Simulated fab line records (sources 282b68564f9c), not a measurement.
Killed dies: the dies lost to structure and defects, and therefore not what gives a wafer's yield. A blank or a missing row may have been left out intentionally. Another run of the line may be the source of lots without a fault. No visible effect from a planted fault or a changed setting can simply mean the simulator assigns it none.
One fault through the eyes of 2 desks | flow ritCmos | only its own numbers are on each desk; what lay behind them is given at the end

THE METROLOGY DESK
Lot by lot, what the gauges showed, no matter which tool ran the lot: averages of those sampled wafers that carry a number. If a lot's mean is further than 4 standard deviations from the usual mean, the lot is out of limits and carries the mark OUT (the distance appears in the brackets). Of its 10 readings 7 are shown: those that lie furthest out on some lot.
Columns: A = PWELL_TW at RIT_PWELL_TW_MEAS_10, usual 955; B = NWELL_RS at RIT_WELLDRIVE_RS_MEAS_01, usual 275.2 ohm/sq; C = PWELL_RS at RIT_WELLDRIVE_RS_MEAS_02, usual 429.3 ohm/sq; D = NRETRO_OVL at RIT_NRETRO_OVL_MEAS_06, usual 0.2 nm; E = NRETRO_TW at RIT_NRETRO_TW_MEAS_10, usual 1055; F = FIELD_OXIDE_LEFT_2_THK at RIT_FOX2_THK_MEAS_91, usual 257 nm; G = GATE_POLY_THK at RIT_GATE_THK_MEAS_09, usual 250.7 nm
lot  | first seen here | A   | B     | C     | D    | E    | F   | G
L551 | day 4 07:11     | 955 | 274.4 | 427.6 | 0.3  | 1068 | 255 | 248.2
L553 | day 4 12:37     | 962 | 275.5 | 428.9 | 0.1  | 1061 | 250 | 252.2
L556 | day 5 01:41     | 941 | 275.3 | 430.9 | -0.5 | 1094 | 256 | 250.0
L557 | day 5 02:08     | 963 | 274.6 | 427.9 | 1.1  | 1041 | 261 | 251.8
L559 | day 5 08:23     | 943 | 275.3 | 428.8 | -1.4 | 1060 | 261 | 250.7
L563 | day 6 00:17     | 954 | 275.8 | 429.5 | -1.2 | 1042 | 265 | 250.4
This desk found nothing out of limits on any of the 6 lots.

TOOL OWNER'S DESK, implanter-02
RIT_NRETRO_IMPLANT_08, tool's own readings: per-lot mean of the sampled wafers with a number, covering each lot this tool ran. If a lot's mean is further than 4 standard deviations from the usual mean, the lot is out of limits and carries the mark OUT (the distance appears in the brackets).
Columns: A = beamEnergyKeV at RIT_NRETRO_IMPLANT_08, usual 70.005
lot  | first seen here | A
L551 | day 4 17:52     | 70.009
L553 | day 4 23:19     | 78.090 (+99 or more) OUT
L556 | day 5 08:23     | 78.081 (+99 or more) OUT
This desk finds L553, L556 out of limits, L553 being first, at day 4 23:19 (beamEnergyKeV at RIT_NRETRO_IMPLANT_08). L551: within limits.

BROUGHT TOGETHER
The tool owner's desk had the chance to raise an alarm at day 4 23:19 on L553, L556.
At the metrology desk, nothing out of limits was observed.
The metrology desk has L553, L556 on record, within its limits.
The lots listed all ran RIT_NRETRO_IMPLANT_08 on implanter-02.

WHAT THE SIMULATOR HAD INSERTED
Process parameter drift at RIT_NRETRO_IMPLANT_08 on implanter-02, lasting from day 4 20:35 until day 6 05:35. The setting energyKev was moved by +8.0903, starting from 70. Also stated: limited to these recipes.
Struck lots among those shown: L553, L556.
Time in hours from fault onset to the first out-of-limits reading at each desk: the tool owner's desk, 3.
